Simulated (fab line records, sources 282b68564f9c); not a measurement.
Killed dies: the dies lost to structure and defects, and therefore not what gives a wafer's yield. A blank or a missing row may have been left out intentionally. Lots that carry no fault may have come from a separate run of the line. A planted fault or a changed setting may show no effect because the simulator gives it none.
Struck lot and sound lot, side by side + flow ritCmos + 14 out of 202 route steps
Sound: these wafers, L375.3, L375.5, L375.6. Wafers L371.2, L371.3, L371.6 were the ones struck. The cause is named last.
Each step with rows lists, per side, the tool, then ch with its chambers, then its first start. Under that, the readings that differ: sound wafers + struck wafers + difference of the means + sigmas: that difference in standard deviations of wafers without a fault.
alike: readings with means less than 2 such deviations apart, plus words and numbers identical on both sides. not compared: withheld readings, readings lacking a value on some wafer, bounds such as >300 that could conceal the same value, and numbers that have no deviation in the record and whose values overlap.
A row with sigmas, a row that says differs or no value, or rows on one side alone: a step with any of these is where the two part. Numbers that have no deviation but don't overlap get no sigmas and don't part them. Lack of a reading on every wafer of one side parts them only where that side has two or more wafers.

first, 2 steps without rows for these wafers: RIT_NLDD_PEB_04; RIT_NLDD_DEVELOP_05 (develop time 50 s).
RIT_NLDD_OVL_MEAS_06:
  sound: overlay-01 at day 6 16:58; struck: overlay-02 at day 5 20:09
  alike: NLDD_OVL
then, 2 steps without rows for these wafers: RIT_NLDD_HARDBAKE_07 (time 60 s); RIT_NLDD_IMPLANT_08.
RIT_NLDD_STRIP_09: strips in O2, time 180 s.
  sound on plasmaAsher-02 ch 0,1, day 6 17:22; struck on plasmaAsher-03 ch 0,1, day 5 20:29
  alike: drypumpMotorCurrentA, rfReflPowerW
  not compared: rfHoursCounterH
RIT_NLDD_TW_MEAS_10:
  sound: filmMetro-02 at day 6 17:29; struck: filmMetro-04 at day 5 20:40
  alike: NLDD_TW
then, 5 steps without rows for these wafers: RIT_PLDD_HMDS_00 (prime time 60 s); RIT_PLDD_COAT_01 (resist thk 1000 nm); RIT_PLDD_SOFTBAKE_02 (time 60 s); RIT_PLDD_EXPOSE_03 (exposes mask M8, target cd 40900 nm); RIT_PLDD_PEB_04.
RIT_PLDD_DEVELOP_05: develop time 50 s.
  sound on lithoTrack-04 ch 0, day 6 18:00; struck on lithoTrack-04, day 5 21:00
  no value came back on the struck wafers for chillPlateTempC (C), developTimeS (s); on the sound wafers chillPlateTempC (C) reads 23.11 22.97 23.02
RIT_PLDD_OVL_MEAS_06:
  sound: overlay-02 at day 6 18:31; struck: overlay-02 at day 5 21:34
| reading       | sound          | struck | difference                    | sigmas |
|---------------|----------------|--------|-------------------------------|--------|
| PLDD_OVL (nm) | -1.0 -2.1 -1.3 | - - -  | no value on the struck wafers |        |

WHERE THEY PART
Last at RIT_PLDD_OVL_MEAS_06 as far as this record goes, first at RIT_PLDD_DEVELOP_05.

WHY: whatever the simulator had introduced
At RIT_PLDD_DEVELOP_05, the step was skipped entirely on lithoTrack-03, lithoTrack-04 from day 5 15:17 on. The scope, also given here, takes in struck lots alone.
